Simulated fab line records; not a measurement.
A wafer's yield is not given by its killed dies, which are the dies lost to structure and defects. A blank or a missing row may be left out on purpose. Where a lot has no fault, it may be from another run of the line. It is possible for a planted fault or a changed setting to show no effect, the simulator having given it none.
fab line records    flow berkeley_cmos170
record: lots: 15  wafers: 45  last_day: 11
route steps=331 shown ZERO@12 PWELL@47 ACTIVE@76 FIELD@95
lots that met no fault: from a run of the same line without faults
start_h: hours from the record's first day to the start of the lot's first wafer shown    wait_h: hours from the lot's prior step to this one    " same as the row above    L1.1+2: one row covering several wafers at once    - either no value or no given start    * or withheld: withheld    < > ~ a bound
route shown NAME@n: a module of which the file shows steps, and the number in the route of the first    usual: mean/standard deviation of fault-free wafers    same: alike in all rows    chamber/n: place in a boat    sites: the reading at each site    _std_site: their standard deviation    _edge_site: outer sites' mean less inner sites'    radius_mm: how far each site lies from the wafer's centre    mask NAME#n: copy n    behind: the most recent tool/chamber to have shaped the wafer    hold: cause of the lot's hold/its duration in hours/its outcome    device: the n, p or np transistor that did not switch    end of line: at the end of the route, the tests of the same wafers    where a step has no rows: the recipe by itself    killed: dies that structure and defects cost at the first sort, which is not the same as the wafer's yield    map: a wafer's dies, marking killed ones x, the rest . and places with no die _
set.NAME: the setting the step ran with; set.NAME@STEP: the setting that earlier step ran with    model.NAME: the simulator's own value behind a step, which no gauge read
one table for each step of the route and one row for each wafer, over a sample of lots
services: when a tool's chamber went out of use (start_h, in hours from the record's first day, below 0 if earlier), for how many hours, and the reason
== steps ==
step: UCB170_ZERO_ETCH_06
recipe: chemistry: CHF3/CF4/Ar  target: SiO2  time_s: 12  pressure_mtorr: 100  rf_w: 517.5  CHF3_flow_sccm: 50  cf4_flow_sccm: 10  Ar_flow_sccm: 120  over_etch_frac: 1.58
usual: CHF3_flow_sccm: 49.99/0.16  cf4_flow_sccm: 10.00/0.031  drypump_motor_current_A: 5.6/0.49  oes_product_au: 0.614/0.007  throttle_valve_pct: 9.30/0.12
lot.wafer  tool         chamber  start_h  wait_h  CHF3_flow_sccm  cf4_flow_sccm  drypump_motor_current_A  oes_product_au  rf_hours_counter_h  throttle_valve_pct
L760.1     rie_diel-04  2        21.46    -       49.90           9.97           5.1                      0.611           37                  9.39
L760.3     "            1        "        "       50.28           10.02          5.0                      0.617           137                 9.32
L760.6     "            3        "        "       50.09           10.03          5.9                      0.609           -                   9.12
L762.2     rie_diel-04  0        28.41    -       49.85           10.01          5.7                      0.617           29                  9.38
L762.4     "            1        "        "       50.16           9.95           5.0                      0.611           137                 9.32
L762.5     "            3        "        "       49.87           10.04          5.9                      0.602           -                   9.12
L763.1     rie_diel-03  3        35.52    -       49.89           9.99           5.7                      0.615           40                  9.24
L763.2     "            0        "        "       49.73           10.00          6.4                      0.614           156                 9.19
L763.3     "            1        "        "       50.28           10.00          6.3                      0.605           71                  9.48
L764.4     rie_diel-04  3        41.38    -       50.08           10.03          5.9                      0.610           27                  9.11
L764.5     "            1        "        "       49.97           10.04          5.0                      0.616           -                   9.32
L764.6     "            0        "        "       49.93           10.02          5.7                      0.611           -                   9.39
L765.3     rie_diel-03  1        43.32    -       50.22           10.00          6.3                      0.614           71                  9.49
L765.4     "            2        "        "       49.72           10.00          5.7                      0.612           111                 9.24
L765.5     "            2        "        "       49.95           10.02          5.7                      0.613           -                   9.26
L766.1     rie_diel-04  3        52.05    -       49.72           10.04          5.9                      0.613           27                  9.10
L766.4     "            0        "        "       49.71           9.97           5.7                      0.615           30                  9.41
L766.6     "            0        "        "       49.84           9.98           5.7                      0.620           -                   9.39
L767.1     rie_diel-02  3        59.71    -       49.93           9.99           5.0                      0.611           6                   9.42
L767.5     "            3        "        "       50.06           10.05          5.0                      0.613           -                   9.40
L767.6     "            2        "        "       50.10           9.98           6.3                      0.624           -                   9.38
L768.2     rie_diel-02  0        63.43    -       50.03           10.03          5.9                      0.605           100                 9.22
L768.4     "            2        "        "       49.95           10.06          6.3                      0.631           65                  9.40
L768.5     "            0        "        "       49.91           10.05          5.9                      0.610           -                   9.23
L770.1     rie_diel-04  0        67.63    -       50.02           10.06          5.7                      0.621           30                  9.42
L770.3     "            2        "        "       49.88           10.00          5.1                      0.612           39                  9.40
L770.5     "            2        "        "       49.88           10.01          5.1                      0.610           -                   9.38
L771.1     rie_diel-02  3        75.79    -       50.18           10.01          5.0                      0.617           7                   9.39
L771.2     "            1        "        "       50.17           10.01          5.1                      0.602           90                  9.08
L771.6     "            3        "        "       50.10           9.98           5.0                      0.625           -                   9.40
L772.1     rie_diel-02  3        84.88    -       50.29           9.99           5.0                      0.620           7                   9.39
L772.2     "            2        "        "       50.20           9.98           6.3                      0.623           66                  9.39
L772.4     "            1        "        "       49.97           10.04          5.1                      0.607           90                  9.08
L774.1     rie_diel-02  0        96.75    -       50.02           10.01          5.9                      0.619           101                 9.23
L774.3     "            1        "        "       50.28           9.96           5.1                      0.611           90                  9.08
L774.5     "            1        "        "       50.04           9.97           5.1                      0.599           -                   9.09
L775.1     rie_diel-03  1        99.38    -       49.69           9.98           6.3                      0.606           73                  9.49
L775.4     "            3        "        "       50.06           10.01          5.7                      0.619           43                  9.21
L775.5     "            0        "        "       50.21           9.99           6.4                      0.616           -                   9.20
L777.3     rie_diel-04  2        106.45   -       50.15           9.96           5.1                      0.607           41                  9.40
L777.4     "            1        "        "       50.01           9.96           5.0                      0.613           140                 9.31
L777.5     "            1        "        "       49.98           9.96           5.0                      0.612           -                   9.30
L778.3     rie_diel-04  2        111.70   -       50.10           9.97           5.1                      0.599           41                  9.38
L778.5     "            0        "        "       49.69           10.01          5.7                      0.611           -                   9.40
L778.6     "            3        "        "       49.88           10.00          5.9                      0.610           -                   9.10
step: UCB170_PWELL_OVL_MEAS_13
usual: PWELL_OVL: -1/5.3
lot.wafer  tool        chamber  start_h  wait_h  PWELL_OVL[nm]
L760.1     overlay-02  -        51.40    -       1
L760.3     "           -        "        "       -1
L760.6     "           -        "        "       7
L762.2     overlay-02  -        59.26    -       -2
L762.4     "           -        "        "       1
L762.5     "           -        "        "       3
L763.1     overlay-02  -        65.49    -       1
L763.2     "           -        "        "       1
L763.3     "           -        "        "       5
L765.3     overlay-02  -        77.12    -       2
L765.4     "           -        "        "       0
L765.5     "           -        "        "       5
L764.4     overlay-01  -        77.37    -       0
L764.5     "           -        "        "       4
L764.6     "           -        "        "       4
L766.1     overlay-02  -        85.72    -       2
L766.4     "           -        "        "       -2
L766.6     "           -        "        "       -5
L767.1     overlay-02  -        86.02    -       -10
L767.5     "           -        "        "       -7
L767.6     "           -        "        "       -3
L768.2     overlay-01  -        93.78    -       0
L768.4     "           -        "        "       3
L768.5     "           -        "        "       1
L770.1     overlay-02  -        105.29   -       -5
L770.3     "           -        "        "       -4
L770.5     "           -        "        "       -6
L771.1     overlay-01  -        112.53   -       -2
L771.2     "           -        "        "       0
L771.6     "           -        "        "       3
L772.1     overlay-02  -        118.56   -       -3
L772.2     "           -        "        "       0
L772.4     "           -        "        "       0
L774.1     overlay-02  -        125.14   -       -4
L774.3     "           -        "        "       1
L774.5     "           -        "        "       -6
L775.1     overlay-01  -        132.51   -       2
L775.4     "           -        "        "       11
L775.5     "           -        "        "       4
L777.3     overlay-02  -        134.64   -       -6
L777.4     "           -        "        "       -5
L777.5     "           -        "        "       -7
L778.3     overlay-01  -        139.64   -       -10
L778.5     "           -        "        "       -19
L778.6     "           -        "        "       -15
step: UCB170_ACTIVE_STRIP_16
recipe: chemistry: O2  power_w: 400  pressure_mtorr: 3500  platen_temp_c: withheld  o2_flow_sccm: 400  overash_fraction: 0.5
usual: drypump_motor_current_A: 5.6/0.4  oes_product_au: 0.720/0.0048  strip_time_to_endpoint_s: 18.03/0.08
lot.wafer  tool             chamber  start_h  wait_h  drypump_motor_current_A  oes_product_au  rf_hours_counter_h  strip_time_to_endpoint_s
L760.1     plasma_asher-02  1        82.03    0.1     5.8                      0.724           36                  18.08
L760.3     "                1        "        "       5.8                      0.723           -                   18.01
L760.6     "                1        "        "       5.8                      0.714           -                   18.10
L762.2     plasma_asher-04  0        98.21    0.1     5.2                      0.720           29                  18.01
L762.4     "                0        "        "       5.3                      0.716           -                   17.96
L762.5     "                1        "        "       5.9                      0.718           -                   18.01
L763.1     plasma_asher-03  1        102.60   0.1     5.9                      0.723           39                  17.86
L763.2     "                0        "        "       5.1                      0.729           39                  17.99
L763.3     "                0        "        "       5.1                      0.719           -                   18.04
L764.4     plasma_asher-04  1        111.93   0.1     6.0                      0.724           -                   18.06
L764.5     "                0        "        "       5.3                      0.718           -                   17.92
L764.6     "                1        "        "       6.0                      0.723           -                   18.15
L765.3     plasma_asher-04  1        112.20   0.1     5.9                      0.717           -                   17.99
L765.4     "                0        "        "       5.3                      0.729           -                   18.15
L765.5     "                0        "        "       5.3                      0.713           -                   18.02
L766.1     plasma_asher-04  0        115.08   0.1     5.3                      0.717           32                  18.09
L766.4     "                1        "        "       6.0                      0.722           -                   17.99
L766.6     "                0        "        "       5.3                      0.720           -                   17.94
L767.1     plasma_asher-04  1        115.32   0.1     5.9                      0.719           32                  17.92
L767.5     "                0        "        "       5.3                      0.724           -                   18.07
L767.6     "                1        "        "       5.9                      0.726           -                   17.88
L768.2     plasma_asher-02  1        120.26   0.1     5.8                      0.727           37                  18.03
L768.4     "                1        "        "       5.8                      0.712           -                   18.14
L768.5     "                1        "        "       5.8                      0.728           -                   18.06
L770.1     plasma_asher-03  1        126.55   0.1     5.8                      0.713           1                   18.09
L770.3     "                0        "        "       5.1                      0.716           -                   18.05
L770.5     "                1        "        "       5.9                      0.715           -                   18.14
L771.1     plasma_asher-03  1        143.93   0.1     5.8                      0.727           3                   17.90
L771.2     "                0        "        "       5.0                      0.728           3                   17.98
L771.6     "                0        "        "       5.1                      0.721           -                   18.02
L772.1     plasma_asher-02  0        150.86   0.1     6.2                      0.727           40                  18.15
L772.2     "                1        "        "       5.8                      0.720           40                  18.09
L772.4     "                0        "        "       6.2                      0.716           -                   18.06
L774.1     plasma_asher-03  1        157.94   0.1     5.8                      0.725           5                   18.17
L774.3     "                0        "        "       5.0                      0.716           -                   18.13
L774.5     "                0        "        "       5.1                      0.731           -                   18.08
L777.3     plasma_asher-04  0        161.21   0.1     5.3                      0.715           -                   18.05
L777.4     "                1        "        "       6.0                      0.723           -                   18.18
L777.5     "                0        "        "       5.3                      0.722           -                   18.04
L775.1     plasma_asher-04  1        162.26   0.1     5.9                      0.714           38                  17.95
L775.4     "                0        "        "       5.3                      0.722           -                   18.03
L775.5     "                1        "        "       6.0                      0.721           -                   18.03
L778.3     plasma_asher-03  0        168.13   0.1     5.0                      0.724           -                   17.92
L778.5     "                1        "        "       5.8                      0.709           -                   18.00
L778.6     "                0        "        "       5.0                      0.717           -                   17.97
step: UCB170_FIELD_WET_ETCH_06
recipe: chemistry: BOE  dilution: 5:1  target: SiO2  temp_c: 25  time_s: 22
usual: bath_heat_duty_pct: 6.3/0.74  run_length_s: 51.2/2.2
lot.wafer  tool          chamber  start_h  wait_h  bath_heat_duty_pct  run_length_s
L760.1     wet_bench-01  0        97.40    0.2     7.9                 48.9
L760.3     "             0        "        "       8.1                 48.9
L760.6     "             0        "        "       7.9                 48.9
L762.2     wet_bench-04  0        116.14   1.6     6.5                 53.7
L762.4     "             0        "        "       7.2                 53.7
L762.5     "             0        "        "       6.7                 53.7
L763.1     wet_bench-04  2        117.76   0.0     5.9                 54.2
L763.2     "             2        "        "       6.0                 54.2
L763.3     "             2        "        "       7.4                 54.2
L764.4     wet_bench-04  3        130.16   0.0     6.0                 50.3
L764.5     "             3        "        "       5.8                 50.3
L764.6     "             3        "        "       5.9                 50.3
L765.3     wet_bench-04  2        130.16   0.0     7.0                 49.9
L765.4     "             2        "        "       6.9                 49.9
L765.5     "             2        "        "       7.0                 49.9
L766.1     wet_bench-04  1        130.16   0.0     6.6                 50.0
L766.4     "             1        "        "       6.6                 50.0
L766.6     "             1        "        "       6.8                 50.0
L767.1     wet_bench-04  3        130.16   0.0     6.0                 49.5
L767.5     "             3        "        "       6.2                 49.5
L767.6     "             3        "        "       5.8                 49.5
L768.2     wet_bench-01  1        135.96   0.0     6.8                 53.8
L768.4     "             1        "        "       6.0                 53.8
L768.5     "             1        "        "       5.4                 53.8
L770.1     wet_bench-01  2        144.07   0.0     5.7                 50.0
L770.3     "             2        "        "       6.4                 50.0
L770.5     "             2        "        "       5.9                 50.0
L771.1     wet_bench-03  0        157.91   0.0     6.9                 49.4
L771.2     "             0        "        "       7.2                 49.4
L771.6     "             0        "        "       6.4                 49.4
L772.1     wet_bench-01  1        166.67   0.0     6.1                 49.2
L772.2     "             1        "        "       7.2                 49.2
L772.4     "             1        "        "       6.0                 49.2
L774.1     wet_bench-01  1        170.93   0.5     -                   -
L774.3     "             1        "        "       -                   -
L774.5     "             1        "        "       -                   -
L775.1     wet_bench-01  3        174.77   0.0     -                   -
L775.4     "             3        "        "       -                   -
L775.5     "             3        "        "       -                   -
L777.3     wet_bench-01  0        174.77   0.0     -                   -
L777.4     "             0        "        "       -                   -
L777.5     "             0        "        "       -                   -
L778.3     wet_bench-01  0        186.19   0.0     6.9                 49.7
L778.5     "             0        "        "       7.1                 49.7
L778.6     "             0        "        "       7.2                 49.7
step: UCB170_FIELD_THK_MEAS_90
recipe: reads: SiO2_of_FIELD_OXIDATION_01
usual: FIELD_OXIDE_LEFT_1_THK: 448/13
lot.wafer  tool           chamber  start_h  wait_h  FIELD_OXIDE_LEFT_1_THK[nm]
L760.1     film_metro-02  -        97.41    0.0     435
L760.3     "              -        "        "       436
L760.6     "              -        "        "       430
L762.2     film_metro-01  -        116.17   0.0     445
L762.4     "              -        "        "       449
L762.5     "              -        "        "       460
L763.1     film_metro-01  -        117.78   0.0     450
L763.2     "              -        "        "       456
L763.3     "              -        "        "       455
L766.1     film_metro-04  -        130.17   0.0     461
L766.4     "              -        "        "       467
L766.6     "              -        "        "       479
L765.3     film_metro-02  -        130.19   0.0     471
L765.4     "              -        "        "       463
L765.5     "              -        "        "       467
L764.4     film_metro-01  -        130.20   0.0     464
L764.5     "              -        "        "       463
L764.6     "              -        "        "       458
L767.1     film_metro-04  -        130.23   0.1     433
L767.5     "              -        "        "       434
L767.6     "              -        "        "       429
L768.2     film_metro-01  -        135.98   0.0     462
L768.4     "              -        "        "       467
L768.5     "              -        "        "       468
L770.1     film_metro-02  -        144.08   0.0     451
L770.3     "              -        "        "       452
L770.5     "              -        "        "       436
L771.1     film_metro-04  -        157.92   0.0     454
L771.2     "              -        "        "       456
L771.6     "              -        "        "       454
L772.1     film_metro-02  -        166.69   0.0     435
L772.2     "              -        "        "       428
L772.4     "              -        "        "       424
L774.1     film_metro-02  -        170.94   0.0     505
L774.3     "              -        "        "       504
L774.5     "              -        "        "       506
L775.1     film_metro-02  -        174.79   0.0     487
L775.4     "              -        "        "       490
L775.5     "              -        "        "       489
L777.3     film_metro-01  -        174.81   0.0     501
L777.4     "              -        "        "       499
L777.5     "              -        "        "       494
L778.3     film_metro-04  -        186.22   0.0     449
L778.5     "              -        "        "       436
L778.6     "              -        "        "       434
step: UCB170_FIELD_THK_MEAS_91
recipe: reads: SiO2_of_FIELD_OXIDATION_01
usual: FIELD_OXIDE_LEFT_2_THK: 360/13
lot.wafer  tool           chamber  start_h  wait_h  FIELD_OXIDE_LEFT_2_THK[nm]
L760.1     film_metro-01  -        111.77   0.0     347
L760.3     "              -        "        "       348
L760.6     "              -        "        "       342
L762.2     film_metro-04  -        130.98   0.0     357
L762.4     "              -        "        "       362
L762.5     "              -        "        "       371
L763.1     film_metro-01  -        131.14   0.0     362
L763.2     "              -        "        "       368
L763.3     "              -        "        "       367
L766.1     film_metro-04  -        148.11   0.0     371
L766.4     "              -        "        "       378
L766.6     "              -        "        "       389
L767.1     film_metro-01  -        148.33   0.0     345
L767.5     "              -        "        "       346
L767.6     "              -        "        "       342
L765.3     film_metro-04  -        148.34   0.0     383
L765.4     "              -        "        "       375
L765.5     "              -        "        "       378
L764.4     film_metro-04  -        148.64   0.0     376
L764.5     "              -        "        "       375
L764.6     "              -        "        "       370
L768.2     film_metro-04  -        154.32   0.0     374
L768.4     "              -        "        "       379
L768.5     "              -        "        "       381
L770.1     film_metro-01  -        163.92   0.0     363
L770.3     "              -        "        "       365
L770.5     "              -        "        "       348
L771.1     film_metro-04  -        174.22   0.0     365
L771.2     "              -        "        "       368
L771.6     "              -        "        "       366
L772.1     film_metro-01  -        184.31   0.0     347
L772.2     "              -        "        "       341
L772.4     "              -        "        "       337
L775.1     film_metro-04  -        191.64   0.0     398
L775.4     "              -        "        "       400
L775.5     "              -        "        "       399
L774.1     film_metro-02  -        195.42   0.0     418
L774.3     "              -        "        "       417
L774.5     "              -        "        "       419
L777.3     film_metro-01  -        195.44   0.0     412
L777.4     "              -        "        "       411
L777.5     "              -        "        "       405
L778.3     film_metro-01  -        202.18   0.0     362
L778.5     "              -        "        "       348
L778.6     "              -        "        "       346
== services ==
tool             chamber  start_h  hours  kind
plasma_asher-03  -        -2.26    9.4    repair
rie_diel-02      0        22.40    5.9    repair
rie_diel-03      -        24.59    0.6    repair
plasma_asher-03  -        32.39    1.9    repair
rie_diel-03      1        38.88    4.1    repair
plasma_asher-04  -        52.77    1.7    repair
plasma_asher-02  -        56.05    3.1    repair
wet_bench-01     -        72.27    2.2    repair
plasma_asher-02  -        87.25    28.1   pm
rie_diel-04      -        96.87    0.3    repair
rie_diel-03      1        106.22   7.3    repair
plasma_asher-03  -        108.75   9.0    pm
plasma_asher-03  0        108.75   9.0    vent_cycle
plasma_asher-03  1        108.75   9.0    vent_cycle
plasma_asher-03  0        117.75   -      clean
plasma_asher-03  1        117.75   -      clean
rie_diel-04      3        120.32   7.0    repair
rie_diel-03      0        127.02   -      clean
rie_diel-02      2        130.96   2.5    repair
rie_diel-03      -        135.07   0.9    repair
rie_diel-04      0        140.79   2.0    repair
rie_diel-04      1        147.02   4.0    repair
plasma_asher-02  -        151.98   11.8   pm
rie_diel-03      -        176.63   1.1    repair
== key ==
first_sign: step: UCB170_FIELD_WET_ETCH_06  reading: tool_record  direction: missing
effect: step: UCB170_FIELD_THK_MEAS_90  reading: FIELD_OXIDE_LEFT_1_THK  direction: up  sigmas: 3.9  usual: 448  struck: 497
effect: step: UCB170_FIELD_THK_MEAS_91  reading: FIELD_OXIDE_LEFT_2_THK  direction: up  sigmas: 3.9  usual: 360  struck: 409
met_at UCB170_FIELD_WET_ETCH_06
struck_lots L774,L775,L777
later_rows_left_out L774.1,L774.3,L774.5,L775.1,L775.4,L775.5,L777.3,L777.4,L777.5
sort_left_out L774.1,L774.3,L774.5,L775.1,L775.4,L775.5,L777.3,L777.4,L777.5
tester_left_out L774,L775,L777
not_acting_at UCB170_ZERO_ETCH_06,UCB170_PWELL_OVL_MEAS_13,UCB170_ACTIVE_STRIP_16
onset_between 166.67 170.93
fault: kind: skipped_step_whole  tool: wet_bench-01  chamber: -  onset_h: 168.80  steps: UCB170_FIELD_WET_ETCH_06  scope: struck_lots_only
tester_left_out: of these lots the tester's yield and bins aren't shown, on N5 and GAA mostly nor the transistor test; their killed dies are dies lost to structure and defects alone, not to doping, threshold or leakage, so they don't give the yield
sort_left_out: the simulated sort isn't trusted on such a fault, so these wafers' sort isn't shown, and their yield isn't known
later_rows_left_out: the simulator's readings of these wafers behind a module that went badly wrong aren't trusted and aren't shown, but for the sort
